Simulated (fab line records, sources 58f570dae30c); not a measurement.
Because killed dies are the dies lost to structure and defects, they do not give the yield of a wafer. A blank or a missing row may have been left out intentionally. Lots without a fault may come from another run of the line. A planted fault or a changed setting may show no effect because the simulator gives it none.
Matching of chambers    flow berkeleyCmos170    4 sister chambers for UCB170_V1_CMP_02 on cmp-02
The step polishes SiO2. 4 wafers are shown with their chamber, then 12 later ones without.

WAFERS WITH THEIR CHAMBER
wafer   chamber  motorCurrentA (A)
L084.4  1        21.9
L087.1  2        14.5
L087.3  3        15.1
L087.4  0        16.4

WAFERS MISSING THEIR CHAMBER
wafer   motorCurrentA (A)
L090.3  15.8
L090.5  16.1
L090.6  14.7
L091.2  15.2
L091.5  15.5
L091.6  22.0
L096.3  16.0
L096.4  21.1
L096.5  15.8
L097.2  15.4
L097.4  20.9
L097.6  16.3

THE CHAMBER EACH PASSED THROUGH
wafer   from the rows above           in truth
L090.3  can't be placed: 0 or 3 or 2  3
L090.5  can't be placed: 0 or 3       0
L090.6  can't be placed: 2 or 3       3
L091.2  can't be placed: 3 or 2       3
L091.5  can't be placed: 3 or 0 or 2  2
L091.6  1                             1
L096.3  can't be placed: 0 or 3       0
L096.4  1                             1
L096.5  can't be placed: 0 or 3 or 2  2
L097.2  can't be placed: 3 or 2 or 0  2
L097.4  1                             1
L097.6  0                             0
Placed correctly: 4 of 12. Not placeable from these rows: 8 (in 8, the candidates include the true chamber). 0 placed wrongly.
How it was worked out, from the rows above alone: a wafer's distance from a chamber is the root of the sum, over the readings, of the square of ((its reading less the chamber's mean) divided by the reading's scatter). The wafer belongs to the nearest chamber; if the next one is less than 2 further off, it can't be placed. Each chamber's mean is taken over the wafers shown for it. The scatter (one wafer shown for each chamber): square how far every hidden wafer sits from the nearest shown wafer, average those squares and take the square root.
